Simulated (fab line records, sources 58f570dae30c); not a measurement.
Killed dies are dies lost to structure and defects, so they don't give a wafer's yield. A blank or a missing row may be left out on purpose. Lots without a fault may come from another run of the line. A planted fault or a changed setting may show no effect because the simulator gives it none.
Which tool did it? | flow berkeley_cmos170 | 15 lots, 45 wafers sampled, at 5 steps of a route of 331

WHAT THE GAUGES READ, wafer by wafer
UCB170_V1_BOW_MEAS_03. Usual: V1_BOW 19 um, standard deviation 7.1.
lot  | measured     | on            | V1_BOW (um) | flag
L265 | day 8 16:40  | film_metro-01 | 25 12 12    |
L264 | day 8 16:58  | film_metro-03 | 12 12 5     |
L266 | day 8 18:03  | film_metro-03 | 22 25 21    |
L268 | day 9 10:10  | film_metro-01 | 20 23 13    |
L269 | day 9 19:05  | film_metro-03 | 6 26 16     |
L276 | day 10 12:31 | film_metro-01 | 7 24 22     |
L274 | day 10 12:49 | film_metro-04 | 12 23 26    |
L278 | day 10 20:46 | film_metro-04 | 16 20 25    |
L275 | day 10 22:07 | film_metro-03 | 19 23 18    |
L282 | day 11 21:48 | film_metro-03 | 6 2 12      |
L280 | day 11 23:11 | film_metro-04 | 15 26 19    |
L281 | day 12 00:29 | film_metro-01 | 20 22 15    |
L279 | day 12 00:29 | film_metro-04 | 20 18 18    |
L287 | day 13 04:50 | film_metro-04 | 28 24 12    |
L286 | day 13 06:09 | film_metro-01 | 18 26 14    |

UCB170_V2_THK_MEAS_04. Usual: V2_POLISHED_THK 999.7 nm, standard deviation 1.4.
lot  | measured     | on            | V2_POLISHED_THK (nm) | flag
L265 | day 9 01:18  | film_metro-03 | 1001.7 1000.8 1001.5 |
L264 | day 9 01:36  | film_metro-02 | 998.4 999.6 998.8    |
L266 | day 9 03:07  | film_metro-02 | 999.5 1000.6 999.3   |
L268 | day 9 15:53  | film_metro-02 | 1000.0 999.7 1001.3  |
L269 | day 10 02:11 | film_metro-02 | 999.6 999.1 997.3    |
L276 | day 10 18:54 | film_metro-01 | 1000.7 998.8 1000.6  |
L274 | day 10 19:30 | film_metro-01 | 1993.2 2033.0 2020.4 | OFF
L278 | day 11 03:28 | film_metro-01 | 1942.5 1984.8 1998.5 | OFF
L275 | day 11 03:47 | film_metro-03 | 1997.3 1988.4 2002.8 | OFF
L282 | day 12 03:08 | film_metro-03 | 999.2 1000.3 998.5   |
L280 | day 12 04:25 | film_metro-01 | 996.2 999.9 997.3    |
L281 | day 12 05:41 | film_metro-01 | 999.3 998.7 1000.8   |
L279 | day 12 05:56 | film_metro-02 | 997.4 999.8 999.9    |
L287 | day 13 10:40 | film_metro-01 | 1000.6 1000.3 1002.7 |
L286 | day 13 12:00 | film_metro-02 | 1000.1 1000.4 1000.4 |

WHICH TOOL RAN EACH LOT (tool, then ch and the chambers of the sampled wafers, then the start)
lot  | UCB170_V1_CMP_02              | UCB170_M2_ETCH_17                  | UCB170_V2_CMP_02
L265 | cmp-01 ch 0,3, day 8 16:22    | rie_diel-02 ch 0,2,3, day 9 00:13  | cmp-01 ch 2,3, day 9 00:53
L264 | cmp-01 ch 0,1,2, day 8 16:43  | rie_diel-03 ch 0,1,3, day 9 00:20  | cmp-02 ch 0,1,2, day 9 01:11
L266 | cmp-01 ch 0,1,3, day 8 17:49  | rie_diel-02 ch 0,3, day 9 01:49    | cmp-01 ch 0,1,2, day 9 02:46
L268 | cmp-02 ch 1,2, day 9 09:49    | rie_diel-01 ch 1,2, day 9 14:40    | cmp-01 ch 0,1,2, day 9 15:32
L269 | cmp-01 ch 1,2,3, day 9 18:47  | rie_diel-01 ch 1,2, day 10 01:04   | cmp-02 ch 0,1,2, day 10 01:47
L276 | cmp-01 ch 0,1, day 10 12:16   | rie_diel-03 ch 1,2,3, day 10 17:49 | cmp-02 ch 0,1,2, day 10 18:29
L274 | cmp-01 ch 0,1,3, day 10 12:34 | rie_diel-01 ch 1,2,3, day 10 18:18 | cmp-02 ch 0,2,3, day 10 19:05
L278 | cmp-02 ch 1,2,3, day 10 20:31 | rie_diel-02 ch 1,2,3, day 11 02:23 | cmp-02 ch 0,2,3, day 11 03:03
L275 | cmp-02 ch 0,1, day 10 21:48   | rie_diel-03 ch 0,3, day 11 02:37   | cmp-02 ch 1,2,3, day 11 03:24
L282 | cmp-01 ch 0,2,3, day 11 21:36 | rie_diel-03 ch 1,2, day 12 02:04   | cmp-01 ch 1,2, day 12 02:43
L280 | cmp-02 ch 0,2,3, day 11 22:56 | rie_diel-02 ch 0,2,3, day 12 03:19 | cmp-02 ch 0,1, day 12 03:58
L281 | cmp-01 ch 0,1,3, day 12 00:10 | rie_diel-01 ch 1,2, day 12 04:23   | cmp-01 ch 1,3, day 12 05:19
L279 | cmp-02 ch 0,1, day 12 00:11   | rie_diel-02 ch 2,3, day 12 04:50   | cmp-02 ch 1,2,3, day 12 05:31
L287 | cmp-01 ch 0,1, day 13 04:31   | rie_diel-01 ch 2,3, day 13 09:34   | cmp-01 ch 0,2,3, day 13 10:17
L286 | cmp-02 ch 0,1,3, day 13 05:51 | rie_diel-01 ch 0,1,3, day 13 10:55 | cmp-01 ch 1,3, day 13 11:38
- UCB170_V1_CMP_02: polishes SiO2.
- UCB170_M2_ETCH_17: etches BARC in N2/H2.
- UCB170_V2_CMP_02: polishes SiO2.

WHAT THE TOOLS THEMSELVES READ (means of the sampled wafers that have a number; where no wafer has one, the mark that the record gives instead)
UCB170_V1_CMP_02. Usual: edge_zone_pressure_frac 1.000, standard deviation 0.0045; head_pressure_psi 6.000 psi, standard deviation 0.013; motor_current_A 16.3 A, standard deviation 1.3; platen_rpm 60.00 rpm, standard deviation 0.038; retaining_ring_pressure_frac 1.000, standard deviation 0.0047.
lot  | tool   | edge_zone_pressure_frac | head_pressure_psi (psi) | motor_current_A (A) | platen_rpm (rpm) | retaining_ring_pressure_frac | flag
L265 | cmp-01 | 1.001                   | 6.010                   | 15.1                | 59.99            | 0.996                        |
L264 | cmp-01 | 0.998                   | 5.992                   | 15.9                | 60.04            | 1.001                        |
L266 | cmp-01 | 1.001                   | 6.004                   | 15.9                | 60.00            | 1.007                        |
L268 | cmp-02 | 0.999                   | 6.025                   | 17.7                | 60.03            | 1.000                        |
L269 | cmp-01 | 0.999                   | 6.011                   | 15.1                | 59.97            | 1.002                        |
L276 | cmp-01 | 1.003                   | 5.995                   | 17.0                | 59.98            | 0.996                        |
L274 | cmp-01 | 1.002                   | 6.003                   | 15.9                | 60.02            | 1.001                        |
L278 | cmp-02 | 0.997                   | 5.999                   | 17.2                | 60.01            | 1.001                        |
L275 | cmp-02 | 1.000                   | 5.994                   | 16.7                | 59.93            | 1.005                        |
L282 | cmp-01 | 1.002                   | 5.992                   | 15.3                | 60.00            | 1.002                        |
L280 | cmp-02 | 1.000                   | 5.994                   | 16.5                | 60.04            | 1.004                        |
L281 | cmp-01 | 1.003                   | 5.996                   | 15.8                | 59.98            | 1.001                        |
L279 | cmp-02 | 1.002                   | 5.998                   | 16.8                | 59.96            | 0.997                        |
L287 | cmp-01 | 1.000                   | 5.996                   | 16.8                | 60.01            | 1.002                        |
L286 | cmp-02 | 0.998                   | 6.005                   | 17.4                | 59.97            | 0.993                        |

UCB170_M2_ETCH_17. Usual: drypump_motor_current_A 5.8 A, standard deviation 0.31; oes_product_au 0.99 a.u., standard deviation 0.032; throttle_valve_pct 13.34 %, standard deviation 0.18.
lot  | tool        | drypump_motor_current_A (A) | oes_product_au (a.u.) | throttle_valve_pct (%) | flag
L265 | rie_diel-02 | 5.8                         | 0.99                  | 13.43                  |
L264 | rie_diel-03 | 5.7                         | 0.97                  | 13.33                  |
L266 | rie_diel-02 | 5.9                         | 1.01                  | 13.38                  |
L268 | rie_diel-01 | 6.0                         | 1.00                  | 13.27                  |
L269 | rie_diel-01 | 6.0                         | 1.00                  | 13.27                  |
L276 | rie_diel-03 | 5.9                         | 0.99                  | 13.27                  |
L274 | rie_diel-01 | 5.9                         | 0.99                  | 13.33                  |
L278 | rie_diel-02 | 6.1                         | 0.99                  | 13.44                  |
L275 | rie_diel-03 | 5.8                         | 0.93                  | 13.14                  |
L282 | rie_diel-03 | 6.0                         | 1.03                  | 13.28                  |
L280 | rie_diel-02 | 5.8                         | 1.00                  | 13.43                  |
L281 | rie_diel-01 | 6.0                         | 1.01                  | 13.26                  |
L279 | rie_diel-02 | 6.1                         | 0.99                  | 13.37                  |
L287 | rie_diel-01 | 5.9                         | 0.99                  | 13.37                  |
L286 | rie_diel-01 | 5.6                         | 1.00                  | 13.25                  |

UCB170_V2_CMP_02. Usual: edge_zone_pressure_frac 1.000, standard deviation 0.0054; head_pressure_psi 6.001 psi, standard deviation 0.012; motor_current_A 16.1 A, standard deviation 1.4; platen_rpm 60.00 rpm, standard deviation 0.032; retaining_ring_pressure_frac 1.000, standard deviation 0.0049.
lot  | tool   | edge_zone_pressure_frac | head_pressure_psi (psi) | motor_current_A (A) | platen_rpm (rpm) | retaining_ring_pressure_frac | flag
L265 | cmp-01 | 1.002                   | 6.007                   | 14.2                | 59.99            | 1.006                        |
L264 | cmp-02 | 1.008                   | 6.001                   | 17.2                | 60.01            | 1.002                        |
L266 | cmp-01 | 0.995                   | 6.005                   | 15.7                | 59.99            | 1.002                        |
L268 | cmp-01 | 0.993                   | 5.999                   | 15.9                | 60.03            | 0.999                        |
L269 | cmp-02 | 1.002                   | 6.008                   | 17.1                | 60.01            | 0.999                        |
L276 | cmp-02 | 1.001                   | 6.002                   | 16.9                | 60.02            | 1.002                        |
L274 | cmp-02 | -                       | -                       | -                   | -                | -                            | OFF
L278 | cmp-02 | -                       | -                       | -                   | -                | -                            | OFF
L275 | cmp-02 | -                       | -                       | -                   | -                | -                            | OFF
L282 | cmp-01 | 0.998                   | 6.009                   | 15.6                | 59.97            | 1.003                        |
L280 | cmp-02 | 1.000                   | 6.000                   | 16.4                | 60.00            | 0.998                        |
L281 | cmp-01 | 1.000                   | 6.001                   | 14.5                | 60.02            | 0.998                        |
L279 | cmp-02 | 0.999                   | 6.001                   | 17.1                | 60.02            | 1.003                        |
L287 | cmp-01 | 1.003                   | 6.008                   | 15.2                | 59.96            | 1.001                        |
L286 | cmp-01 | 0.994                   | 5.986                   | 14.5                | 60.01            | 0.999                        |

THE ANSWER, worked out from the rows above alone
Rule: a lot is off if the mean of its wafers that have a number lies more than 3 standard deviations from the usual mean. A lot without any number at a reading at which 4 lots or more have one is off too. The other lots that the step has rows for count as sound. The gauges are gone through in route order, then the tools' own readings, and for those a lot's mean is taken as printed above. The first step at which some lot is off is used, and at that step the reading that is off furthest; a lot without a number counts as furthest.
Off: L274, L278, L275, at UCB170_V2_THK_MEAS_04 (V2_POLISHED_THK).
A tool fits if, at a process step before that reading, it ran every lot that is off, and no sound lot after the first of them. The gauges at UCB170_V2_THK_MEAS_04 aren't tried: what is off there is off at UCB170_V2_CMP_02 too, on other tools, and a gauge's error can't cause that. None of those tried fits.

WHAT THE SIMULATOR HAD PUT IN
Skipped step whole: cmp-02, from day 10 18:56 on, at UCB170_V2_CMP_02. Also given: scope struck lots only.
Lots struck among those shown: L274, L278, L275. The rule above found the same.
